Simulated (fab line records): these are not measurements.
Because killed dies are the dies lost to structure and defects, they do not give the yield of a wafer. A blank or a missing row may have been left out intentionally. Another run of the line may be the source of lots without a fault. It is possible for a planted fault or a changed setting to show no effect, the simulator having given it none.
Which tool is to blame? | flow berkeley-cmos170 | 42 wafers from 14 lots sampled at 3 of the route's 331 steps

WHAT EACH GAUGE READ, for each wafer
Not one reading of a measure or inspect step in the record can be checked against a usual standard deviation.

WHICH TOOL RAN EACH LOT (tool, then ch and the chambers of the sampled wafers, then the start)
lot  | UCB170_GATE_STRIP_16                 | UCB170_CONTACT_STRIP_06              | UCB170_M1_PEB_07
L824 | plasma-asher-01 ch 0,1, day 7 04:01  | plasma-asher-02 ch 0,1, day 8 00:32  | litho-track-02 ch 0, day 8 03:50
L828 | plasma-asher-02 ch 0,1, day 7 17:16  | plasma-asher-04 ch 0,1, day 8 15:19  | litho-track-02 ch 0, day 8 18:02
L825 | plasma-asher-01 ch 0,1, day 7 17:58  | plasma-asher-03 ch 0,1, day 8 15:50  | litho-track-04 ch 0, day 8 19:03
L827 | plasma-asher-04 ch 0,1, day 7 18:11  | plasma-asher-02 ch 0,1, day 8 17:07  | litho-track-02 ch 0, day 8 20:25
L831 | plasma-asher-04 ch 0,1, day 8 11:28  | plasma-asher-04 ch 0,1, day 9 09:46  | litho-track-01 ch 0, day 9 12:52
L829 | plasma-asher-02 ch 0,1, day 8 11:39  | plasma-asher-03 ch 0,1, day 9 08:53  | litho-track-02 ch 0, day 9 11:47
L832 | plasma-asher-04 ch 0,1, day 8 12:02  | plasma-asher-04 ch 0,1, day 9 11:38  | litho-track-04 ch 0, day 9 16:46
L833 | plasma-asher-04 ch 0,1, day 9 01:01  | plasma-asher-04 ch 0,1, day 10 03:32 | litho-track-02 ch 0, day 10 06:59
L834 | plasma-asher-04 ch 0,1, day 9 01:19  | plasma-asher-04 ch 0,1, day 10 01:42 | litho-track-04 ch 0, day 10 05:05
L843 | plasma-asher-02 ch 0,1, day 11 09:09 | plasma-asher-02 ch 0, day 12 08:04   | litho-track-02, day 12 11:35
L842 | plasma-asher-04 ch 0,1, day 11 09:15 | plasma-asher-03 ch 0,1, day 12 08:46 | litho-track-04 ch 0, day 12 12:35
L844 | plasma-asher-02 ch 0,1, day 11 09:19 | plasma-asher-04 ch 0,1, day 12 08:49 | litho-track-02, day 12 12:21
L846 | plasma-asher-01 ch 1, day 11 16:49   | plasma-asher-04 ch 0,1, day 12 10:38 | litho-track-04 ch 0, day 12 13:38
L847 | plasma-asher-02 ch 0,1, day 11 17:07 | plasma-asher-02 ch 0,1, day 12 12:32 | litho-track-04 ch 0, day 12 16:16
- UCB170_GATE_STRIP_16: strips in O2.
- UCB170_CONTACT_STRIP_06: strips in O2.
- UCB170_M1_PEB_07

WHAT THE TOOLS THEMSELVES READ (means of the sampled wafers that have a number; where no wafer has one, the mark that the record gives instead)
UCB170_GATE_STRIP_16.
lot  | tool            | drypump-motor-current-A (A) | oes-product-au (a.u.)
L824 | plasma-asher-01 | 6.4                         | 0.719
L828 | plasma-asher-02 | 5.9                         | 0.727
L825 | plasma-asher-01 | 6.4                         | 0.729
L827 | plasma-asher-04 | 5.7                         | 0.723
L831 | plasma-asher-04 | 5.4                         | 0.721
L829 | plasma-asher-02 | 5.7                         | 0.725
L832 | plasma-asher-04 | 5.5                         | 0.724
L833 | plasma-asher-04 | 5.5                         | 0.723
L834 | plasma-asher-04 | 5.4                         | 0.723
L843 | plasma-asher-02 | 5.9                         | 0.726
L842 | plasma-asher-04 | 5.5                         | 0.725
L844 | plasma-asher-02 | 5.9                         | 0.729
L846 | plasma-asher-01 | 6.4                         | 0.724
L847 | plasma-asher-02 | 5.9                         | 0.723

UCB170_CONTACT_STRIP_06.
lot  | tool            | drypump-motor-current-A (A) | oes-product-au (a.u.) | strip-time-to-endpoint-s (s)
L824 | plasma-asher-02 | 5.9                         | 0.730                 | 21.86
L828 | plasma-asher-04 | 5.7                         | 0.737                 | 22.01
L825 | plasma-asher-03 | 5.9                         | 0.735                 | 21.99
L827 | plasma-asher-02 | 5.7                         | 0.736                 | 21.92
L831 | plasma-asher-04 | 5.4                         | 0.735                 | 21.88
L829 | plasma-asher-03 | 6.0                         | 0.733                 | 21.83
L832 | plasma-asher-04 | 5.5                         | 0.732                 | 21.88
L833 | plasma-asher-04 | 5.4                         | 0.737                 | 21.92
L834 | plasma-asher-04 | 5.7                         | 0.735                 | 21.96
L843 | plasma-asher-02 | 5.5                         | 0.731                 | 21.92
L842 | plasma-asher-03 | 5.9                         | 0.739                 | 21.96
L844 | plasma-asher-04 | 5.5                         | 0.729                 | 22.04
L846 | plasma-asher-04 | 5.7                         | 0.737                 | 21.92
L847 | plasma-asher-02 | 5.9                         | 0.737                 | 21.95

UCB170_M1_PEB_07.
lot  | tool           | chill-plate-temp-C (C) | exhaust-pa (Pa)
L824 | litho-track-02 | 22.86                  | 45.4
L828 | litho-track-02 | 22.99                  | 44.4
L825 | litho-track-04 | 23.04                  | 45.4
L827 | litho-track-02 | 23.00                  | 44.3
L831 | litho-track-01 | 23.04                  | 44.4
L829 | litho-track-02 | 23.07                  | 44.2
L832 | litho-track-04 | 23.06                  | 45.4
L833 | litho-track-02 | 22.93                  | 43.7
L834 | litho-track-04 | 23.12                  | 44.4
L843 | litho-track-02 | -                      | -
L842 | litho-track-04 | 23.05                  | 44.3
L844 | litho-track-02 | -                      | -
L846 | litho-track-04 | 22.82                  | 45.1
L847 | litho-track-04 | 23.21                  | 46.9

THE ANSWER, worked out from the rows above alone
Rule: the lots themselves supply what counts as usual. The widest of any qualifying gaps counts: lots, ordered by their means at a reading, are off when they make up no more than a third of the lots, leave a main group of 4 or more, and stand apart from it by 3 or more times the standard deviation of that group's means. Not used: any main group whose means are identical at the precision the tables above print for the reading. Also off: a lot with no number at a reading for which 4 or more lots have one. The other lots that the step has rows for count as sound. The gauges are gone through in route order, then the tools' own readings, and for those a lot's mean is taken as printed above. At the first step where some lot is off, the reading lying furthest off is the one used; lots without a number count as furthest.
Off, at UCB170_M1_PEB_07 on chill-plate-temp-C: L843, L844. Without a number there: L843, L844. For the main group the mean is 23.02 C and the standard deviation 0.1.
A tool fits if, at that step or a process step before it, it ran every lot that is off, and no sound lot after the first of them. One fits: UCB170_M1_PEB_07 on litho-track-02. A fault onset in the window from L833 (day 10 06:59, its last sound lot) to L843 (day 12 11:35, its first lot off) fits.
Blank at UCB170_M1_PEB_07 on the lots that are off, where sound lots have numbers: chill-plate-temp-C, exhaust-pa.

WHAT THE SIMULATOR PUT IN
Beginning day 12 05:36, the whole step at UCB170_M1_PEB_07 was skipped on litho-track-02. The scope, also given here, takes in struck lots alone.
Lots struck among those shown: L843, L844. Same finding as the rule above.
